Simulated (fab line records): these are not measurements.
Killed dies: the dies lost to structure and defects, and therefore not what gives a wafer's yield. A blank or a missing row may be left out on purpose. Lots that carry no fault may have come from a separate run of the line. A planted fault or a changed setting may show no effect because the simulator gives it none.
8D (eight disciplines) problem report, filled in by code	flow rit-cmos	the parts of the form that need people (team, actions taken, sign-off) are left out

1. WHAT IS WRONG
Wafers free of any fault read 0.0731 ohm/sq (standard deviation 0.0007) for M1_AL_RS at RIT_M1_RS_MEAS_01, against a mean of 0.0856 ohm/sq on 6 wafers of 2 lots. That puts it +18 standard deviations away from the usual mean.
The step: measures by four-point-probe.
First seen on wafer L522.3, day 6 09:14, on film-metro-04. The record holds 39 wafers of 13 lots with a number at this step. Rule for "out", or "out of limits": more than 4 standard deviations from the usual mean. Any other wafer with a number is counted as sound.

2. WHAT IT IS, WHAT IT ISN'T
question	is	is not
which readings at this step	M1_AL_RS	-
which lots	L522, L526	L508, L509, L510, L511, L512, L513, L514, L515, L516, L517, L531
which wafers of those lots	all that have a number	-
read on which gauges	film-metro-04	film-metro-01, film-metro-02
when	from day 6 09:14	up to then (30 sound wafers); but 3 sound wafers of L531 came after

3. THE SUSPECTS, EACH WITH WHAT RULES IT OUT
Counting: a tool at a process step up to the reading stays a suspect if it ran every lot that is out and no sound lot after the first of them.
- the gauge at RIT_M1_RS_MEAS_01: kept. All the wafers that are out were read on film-metro-04, and no step on other tools shows them out.
- pvd-sputter-03 at RIT_M1_SPUTTER_00 (material Al, target thk 400 nm, time 500 s): kept. It ran every lot that is out, first L522 (day 6 08:54), and no sound lot after that; its last sound lot up to then is L514 (day 4 19:24).
After counting, pvd-sputter-03 at RIT_M1_SPUTTER_00 and film-metro-04 at RIT_M1_RS_MEAS_01 remain.

4. THE CAUSE (what the simulator had put in)
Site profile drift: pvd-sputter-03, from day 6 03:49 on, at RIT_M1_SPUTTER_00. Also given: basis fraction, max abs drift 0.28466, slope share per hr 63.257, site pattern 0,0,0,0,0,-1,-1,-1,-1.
Of the 2 suspects that counting leaves, this tool is one.

5. THE CHAIN OF EFFECTS, in route order
Rows list readings where the struck wafers' mean (over those with a number) sits beyond 3 standard deviations from the usual. Only readings whose record carries a usual standard deviation are examined. hours: median over the lots of the time between each lot's start at the first step of this table that gives one and its start at this step. sigmas: the change, counted in usual standard deviations.
hours	step	reading	usual	on struck wafers	change	sigmas
0	RIT_M1_RS_MEAS_01	M1_AL_RS	0.0731 ohm/sq	0.0856	+0.0125	+18
0	RIT_M1_THK_MEAS_02	M1_AL_THK	397 nm	350	-47	-13

6. HOW IT WOULD HAVE BEEN CAUGHT EARLIER
In this record the first reading out of limits at a measuring or inspecting step was taken at day 6 09:14, 5 hours after the fault began at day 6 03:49.
No tool reading at RIT_M1_SPUTTER_00 that has a usual standard deviation in the record was out on any struck wafer, so an alarm limit of 4 standard deviations on those readings would not have fired.
Lots out: 2; of these, L526 started RIT_M1_SPUTTER_00 on pvd-sputter-03 after day 6 09:14. Had the tool been put on hold then, it would have been spared.
